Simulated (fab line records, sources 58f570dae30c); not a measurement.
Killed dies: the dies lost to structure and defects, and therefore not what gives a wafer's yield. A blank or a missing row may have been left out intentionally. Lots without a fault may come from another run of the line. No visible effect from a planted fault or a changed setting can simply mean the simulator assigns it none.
Chamber matching    flow berkeleyCmos170    UCB170_V1_ETCH_14 on rieDiel-04 has 4 sister chambers
The step etches SiO2 in CHF3/CF4/Ar, stops on Al, target depth 1250 nm, time 291 s. 14 wafers are shown with their chamber, then 7 later ones without.

## WAFERS, EACH WITH ITS CHAMBER
wafer   chamber  drypumpMotorCurrentA (A)  throttleValvePct (%)  oesProductAu (a.u.)
L681.1  3        5.3                       6.79                  0.883
L681.2  1        5.5                       6.83                  0.891
L681.3  0        5.6                       7.07                  0.876
L683.1  1        5.5                       6.82                  0.903
L683.3  3        5.3                       6.79                  0.885
L683.4  2        6.6                       7.02                  0.859
L687.1  3        5.3                       6.76                  0.882
L687.3  2        6.6                       7.01                  0.868
L687.5  3        5.3                       6.77                  0.891
L692.1  1        5.6                       6.85                  0.900
L692.3  3        5.3                       6.78                  0.886
L692.4  3        5.3                       6.79                  0.887
L698.1  3        5.3                       6.78                  0.880
L698.2  2        6.6                       7.01                  0.858

SIGNATURES (means of the wafers above)
reading               chamber 0  chamber 1  chamber 2  chamber 3  scatter within a chamber
drypumpMotorCurrentA  5.600      5.533      6.600      5.300      0.0258
throttleValvePct      7.0700     6.8333     7.0133     6.7800     0.0115
oesProductAu          0.87600    0.89800    0.86167    0.88486    0.00466
Rule: a wafer's distance from a chamber is the root of the sum, over the readings, of the square of ((its reading less the chamber's mean) divided by the reading's scatter). The wafer belongs to the nearest chamber; if the next one is less than 2 further off, it can't be placed. How the scatter is found: for the shown wafers, subtract from each reading the mean of its chamber, square and add these, divide the total by (wafers less chambers), then take the root.

## WAFERS WHOSE CHAMBER IS MISSING
wafer   drypumpMotorCurrentA (A)  throttleValvePct (%)  oesProductAu (a.u.)
L698.4  5.3                       6.77                  0.883
L701.1  5.6                       7.10                  0.859
L701.4  5.3                       6.77                  0.871
L701.5  5.3                       6.77                  0.894
L703.3  6.6                       7.00                  0.871
L703.4  5.3                       6.78                  0.883
L703.5  5.6                       6.83                  0.905

## CHAMBER TAKEN BY EACH
wafer   from the rows above  in truth
L698.4  3                    3
L701.1  0                    0
L701.4  3                    3
L701.5  3                    3
L703.3  2                    2
L703.4  3                    3
L703.5  1                    1
Placed correctly: 7 of 7. Left unplaced by these rows: 0. Number placed wrongly: 0.
